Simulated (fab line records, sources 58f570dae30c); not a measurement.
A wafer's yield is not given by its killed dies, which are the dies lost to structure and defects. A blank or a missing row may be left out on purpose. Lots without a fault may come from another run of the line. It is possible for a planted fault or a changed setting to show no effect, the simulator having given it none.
Split-lot trial || flow berkeleyCmos170 || on a route of 331 steps: 5 lots, 23 wafers read

ON THE SPLIT
At UCB170_WELLDRIVE_OXIDATION_01 (target thk 199 nm, ox time 9000 s), the setting oxTimeS was moved away from the recipe's 9000 s on 10 of the 23 wafers read, by -14.9% to +7.4%. The other wafers ran this setting at the recipe's value.

No step appears in the file between the split and the reading.

THE READING
WELLDRIVE_OXIDE_THK, in nm, at UCB170_WELLDRIVE_THK_MEAS_02. On this fab line, fault-free wafers typically give 199.5 nm with a standard deviation of 2.2 nm.

{"wafer": "L074.1", "tool, chamber at the split": "-, -", "oxTimeS as run, s": 9000, "against the recipe": "recipe", "WELLDRIVE_OXIDE_THK, nm": 196.6, "against lot-mates on the recipe": "-"}
{"wafer": "L074.2", "tool, chamber at the split": "-, -", "oxTimeS as run, s": 9000, "against the recipe": "recipe", "WELLDRIVE_OXIDE_THK, nm": 201.5, "against lot-mates on the recipe": "-"}
{"wafer": "L074.4", "tool, chamber at the split": "-, -", "oxTimeS as run, s": 9000, "against the recipe": "recipe", "WELLDRIVE_OXIDE_THK, nm": 198.4, "against lot-mates on the recipe": "-"}
{"wafer": "L074.5", "tool, chamber at the split": "-, -", "oxTimeS as run, s": 9000, "against the recipe": "recipe", "WELLDRIVE_OXIDE_THK, nm": 202.1, "against lot-mates on the recipe": "-"}
{"wafer": "L074.6", "tool, chamber at the split": "-, -", "oxTimeS as run, s": 9000, "against the recipe": "recipe", "WELLDRIVE_OXIDE_THK, nm": 203.6, "against lot-mates on the recipe": "-"}
{"wafer": "L075.1", "tool, chamber at the split": "-, -", "oxTimeS as run, s": 9000, "against the recipe": "recipe", "WELLDRIVE_OXIDE_THK, nm": 197.7, "against lot-mates on the recipe": "-"}
{"wafer": "L075.2", "tool, chamber at the split": "-, -", "oxTimeS as run, s": 9000, "against the recipe": "recipe", "WELLDRIVE_OXIDE_THK, nm": 195.6, "against lot-mates on the recipe": "-"}
{"wafer": "L075.4", "tool, chamber at the split": "-, -", "oxTimeS as run, s": 9000, "against the recipe": "recipe", "WELLDRIVE_OXIDE_THK, nm": 197.8, "against lot-mates on the recipe": "-"}
{"wafer": "L075.5", "tool, chamber at the split": "-, -", "oxTimeS as run, s": 9000, "against the recipe": "recipe", "WELLDRIVE_OXIDE_THK, nm": 196.1, "against lot-mates on the recipe": "-"}
{"wafer": "L075.6", "tool, chamber at the split": "-, -", "oxTimeS as run, s": 9000, "against the recipe": "recipe", "WELLDRIVE_OXIDE_THK, nm": 197.8, "against lot-mates on the recipe": "-"}
{"wafer": "L077.1", "tool, chamber at the split": "-, -", "oxTimeS as run, s": 7661, "against the recipe": "-14.9%", "WELLDRIVE_OXIDE_THK, nm": 178.0, "against lot-mates on the recipe": "no lot-mate on the recipe"}
{"wafer": "L077.2", "tool, chamber at the split": "-, -", "oxTimeS as run, s": 7661, "against the recipe": "-14.9%", "WELLDRIVE_OXIDE_THK, nm": 182.7, "against lot-mates on the recipe": "no lot-mate on the recipe"}
{"wafer": "L077.3", "tool, chamber at the split": "-, -", "oxTimeS as run, s": 7661, "against the recipe": "-14.9%", "WELLDRIVE_OXIDE_THK, nm": 183.2, "against lot-mates on the recipe": "no lot-mate on the recipe"}
{"wafer": "L077.4", "tool, chamber at the split": "-, -", "oxTimeS as run, s": 7661, "against the recipe": "-14.9%", "WELLDRIVE_OXIDE_THK, nm": 184.2, "against lot-mates on the recipe": "no lot-mate on the recipe"}
{"wafer": "L077.5", "tool, chamber at the split": "-, -", "oxTimeS as run, s": 7661, "against the recipe": "-14.9%", "WELLDRIVE_OXIDE_THK, nm": 184.2, "against lot-mates on the recipe": "no lot-mate on the recipe"}
{"wafer": "L078.1", "tool, chamber at the split": "furnace-03, 0", "oxTimeS as run, s": 9000, "against the recipe": "recipe", "WELLDRIVE_OXIDE_THK, nm": 199.0, "against lot-mates on the recipe": "-"}
{"wafer": "L078.3", "tool, chamber at the split": "furnace-03, 0", "oxTimeS as run, s": 9000, "against the recipe": "recipe", "WELLDRIVE_OXIDE_THK, nm": 198.1, "against lot-mates on the recipe": "-"}
{"wafer": "L078.6", "tool, chamber at the split": "furnace-03, 0", "oxTimeS as run, s": 9000, "against the recipe": "recipe", "WELLDRIVE_OXIDE_THK, nm": 198.2, "against lot-mates on the recipe": "-"}
{"wafer": "L079.2", "tool, chamber at the split": "-, -", "oxTimeS as run, s": 9664, "against the recipe": "+7.4%", "WELLDRIVE_OXIDE_THK, nm": 208.0, "against lot-mates on the recipe": "no lot-mate on the recipe"}
{"wafer": "L079.3", "tool, chamber at the split": "-, -", "oxTimeS as run, s": 9664, "against the recipe": "+7.4%", "WELLDRIVE_OXIDE_THK, nm": 210.1, "against lot-mates on the recipe": "no lot-mate on the recipe"}
{"wafer": "L079.4", "tool, chamber at the split": "-, -", "oxTimeS as run, s": 9664, "against the recipe": "+7.4%", "WELLDRIVE_OXIDE_THK, nm": 208.5, "against lot-mates on the recipe": "no lot-mate on the recipe"}
{"wafer": "L079.5", "tool, chamber at the split": "-, -", "oxTimeS as run, s": 9664, "against the recipe": "+7.4%", "WELLDRIVE_OXIDE_THK, nm": 206.2, "against lot-mates on the recipe": "no lot-mate on the recipe"}
{"wafer": "L079.6", "tool, chamber at the split": "-, -", "oxTimeS as run, s": 9664, "against the recipe": "+7.4%", "WELLDRIVE_OXIDE_THK, nm": 208.0, "against lot-mates on the recipe": "no lot-mate on the recipe"}

THE FIT
A straight line over all 23 wafers: WELLDRIVE_OXIDE_THK changes by +1.14 nm for each +1% of oxTimeS; r = +0.97; the points scatter about the line by 2.3 nm.
Too few moved wafers with a lot-mate on the recipe to fit a line net of each lot's own level.

THE WHOLE CHAIN: every reading that the file lists as answering this split, in the file's order
{"step": "UCB170_WELLDRIVE_OXIDATION_01", "what it does": "target thk 199 nm, ox time 9000 s", "reading": "SiO2_of_WELLDRIVE_OXIDATION_01.thkNm (the simulator's own value, which no gauge read)", "change (the file's fit)": "+1.14 nm for each +1% of the setting", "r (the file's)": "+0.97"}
{"step": "UCB170_WELLDRIVE_THK_MEAS_02", "what it does": "", "reading": "WELLDRIVE_OXIDE_THK", "change (the file's fit)": "+1.14 for each +1% of the setting", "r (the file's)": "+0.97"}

THE FILE'S OWN FIT
WELLDRIVE_OXIDE_THK changes by +1.14 nm for each +1% of oxTimeS, r = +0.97.
